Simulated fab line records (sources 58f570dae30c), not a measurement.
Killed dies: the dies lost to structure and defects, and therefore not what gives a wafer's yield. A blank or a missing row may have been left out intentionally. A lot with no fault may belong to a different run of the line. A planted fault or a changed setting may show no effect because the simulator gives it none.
Lot-split experiment -- flow berkeleyCmos170 -- 23 wafers read across 5 lots, on a route 331 steps long

## THE SPLIT
At UCB170_NWELL_IMPLANT_14, the setting doseCm2 was moved away from the recipe's 1e+13 on 7 of the 23 wafers read, by -6.5% to +6.0%. This setting was run at the recipe's value on the other wafers.

## FROM THE SPLIT TO THE READING: what the file shows between them, 1 step
- UCB170_NWELL_STRIP_15: strips in O2

## THE READING
NWELL_TW, at UCB170_NWELL_TW_MEAS_16. On this fab line, fault-free wafers typically give 1238 with a standard deviation of 9.4.

wafer,"tool, chamber at the split",doseCm2 as run,against the recipe,NWELL_TW,against lot-mates on the recipe
L077.1,"implanter-02, 0",1.06e+13,+6.0%,1270,+26
L077.2,"implanter-02, 0",1e+13,recipe,1243,-
L077.3,"implanter-02, 0",1.06e+13,+6.0%,1274,+30
L077.4,"implanter-02, 0",1e+13,recipe,1245,-
L077.6,"implanter-02, 0",1.06e+13,+6.0%,1270,+26
L079.1,"implanter-01, 0",1e+13,recipe,1230,-
L079.2,"implanter-01, 0",1e+13,recipe,1240,-
L079.3,"implanter-01, 0",9.353e+12,-6.5%,1214,-22
L079.5,"implanter-01, 0",9.353e+12,-6.5%,1211,-25
L079.6,"implanter-01, 0",1e+13,recipe,1237,-
L082.2,"implanter-02, 0",1e+13,recipe,1239,-
L082.3,"implanter-02, 0",1e+13,recipe,1242,-
L082.5,"implanter-02, 0",1e+13,recipe,1235,-
L084.1,"implanter-01, 0",1e+13,recipe,1244,-
L084.3,"implanter-01, 0",1e+13,recipe,1236,-
L084.4,"implanter-01, 0",1.059e+13,+5.9%,1254,+14
L084.5,"implanter-01, 0",1e+13,recipe,1239,-
L084.6,"implanter-01, 0",1.059e+13,+5.9%,1265,+25
L085.2,"implanter-04, 0",1e+13,recipe,1226,-
L085.3,"implanter-04, 0",1e+13,recipe,1227,-
L085.4,"implanter-04, 0",1e+13,recipe,1226,-
L085.5,"implanter-04, 0",1e+13,recipe,1229,-
L085.6,"implanter-04, 0",1e+13,recipe,1224,-

FIT RESULTS
A straight line over all 23 wafers: NWELL_TW changes by +4.62 for each +1% of doseCm2; r = +0.91; the points scatter about the line by 7.3.
The same after taking each lot's own level away (the mean of its wafers on the recipe; 23 wafers): +3.9 for each +1%; r = +0.97; scatter 3.6.
Per that fit: largest doseCm2 move, reading shift of 25.
The span of the lots' own levels, 1226.4 to 1244.0, comes to 1.9 times the standard deviation stated above.
So the slope is not independent of the lot-to-lot level: the two fits are not the same.
Check: -25.9 against its lot-mates is what the line predicts for one of the wafers moved furthest among these (-6.5%) when that wafer is left out of the fit. It came out at -21.7 against them.

## THE FILE'S OWN FIT
NWELL_TW changes by +3.83 for each +1% of doseCm2, r = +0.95.
